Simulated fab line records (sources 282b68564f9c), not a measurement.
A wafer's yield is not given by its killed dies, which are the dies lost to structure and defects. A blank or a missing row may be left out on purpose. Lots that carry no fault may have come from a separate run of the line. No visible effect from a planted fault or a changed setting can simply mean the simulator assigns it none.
One fault seen from 2 desks    flow rit_cmos    each desk holds nothing but its own numbers, with what lay behind them at the end

== DESK OF THE TOOL OWNER: implanter-01 ==
The tool's own readings at RIT_PLDD_IMPLANT_08, given as means over the sampled wafers that have a number, one for each lot that went through this tool. The brackets show how far a lot's mean lies from the usual mean; more than 4 standard deviations puts the lot out of limits, marked OUT.
Columns: A = dose_ions_cm2 at RIT_PLDD_IMPLANT_08, usual 8.892e+14; B = end_station_pressure_torr at RIT_PLDD_IMPLANT_08, usual 7.2e-06 Torr
lot   first seen here  A          B
L966  day 3 01:36      8.887e+14  7.0e-06
L967  day 3 06:55      8.884e+14  7.0e-06
L971  day 4 04:04      8.887e+14  7.0e-06
L974  day 4 16:39      8.886e+14  7.3e-06
L976  day 5 07:38      8.887e+14  7.1e-06
L977  day 5 10:41      8.901e+14  7.4e-06
L984  day 7 10:14      8.883e+14  7.5e-06
L985  day 7 21:14      8.885e+14  7.3e-06
This desk's finding: nothing out of limits on any of the 8 lots.

== AT THE METROLOGY DESK ==
What the gauges read, lot by lot, whatever tool the lot ran on: means of the sampled wafers that have a number. The brackets show how far a lot's mean lies from the usual mean; more than 4 standard deviations puts the lot out of limits, marked OUT.
Columns: A = INCOMING_BOW at RIT_ACTIVE_BOW_MEAS_00, usual 0 um; B = NWELL_OVL at RIT_NWELL_OVL_MEAS_06, usual 0.9 nm; C = PLDD_TW at RIT_PLDD_TW_MEAS_10, usual 2351; D = PLDD_RS at RIT_SDANNEAL_RS_MEAS_06, usual 179.6 ohm/sq
lot   first seen here  A   B     C                D
L966  day 1 15:01      -7  0.5   2342             179.3
L967  day 1 20:02      5   -0.5  2371             179.6
L968  day 2 01:01      -5  1.6   2351             179.6
L970  day 2 11:02      3   1.4   2362             180.0
L971  day 2 16:02      -1  -1.0  2351             179.5
L972  day 2 21:01      -1  -0.3  2344             179.4
L973  day 3 02:00      6   1.8   2344             179.8
L974  day 3 07:02      -0  2.0   2355             179.5
L976  day 3 17:01      -5  0.9   2329             179.8
L977  day 3 22:02      2   1.9   2366             179.4
L980  day 4 13:00      6   1.2   2360             180.0
L984  day 5 09:01      5   2.5   2273 (-6.5) OUT  181.7 (+5.2) OUT
L985  day 5 14:01      -4  1.8   2263 (-7.3) OUT  182.6 (+7.3) OUT
L987  day 6 00:00      0   0.5   2359             179.7
This desk reports L984, L985 out of limits; the earliest was L984 at day 7 10:32 (PLDD_TW at RIT_PLDD_TW_MEAS_10). In limits: L966, L967, L968, L970, L971, L972, L973, L974, L976, L977, L980, L987.

== PUT TOGETHER ==
An alarm was possible from the metrology desk at day 7 10:32, on L984, L985.
Nothing out of limits was seen by the tool owner's desk.
On record at the tool owner's desk: L984, L985, within its limits.
All the named lots went through RIT_PLDD_IMPLANT_08 on implanter-01.

== WHAT THE SIMULATOR HAD PUT IN ==
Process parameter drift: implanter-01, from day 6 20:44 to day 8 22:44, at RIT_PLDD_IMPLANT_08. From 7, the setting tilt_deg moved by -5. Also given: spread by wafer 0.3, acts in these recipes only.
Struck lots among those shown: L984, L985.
Per desk, hours elapsed from the start of the fault to the first reading out of limits: for the metrology desk, 14.
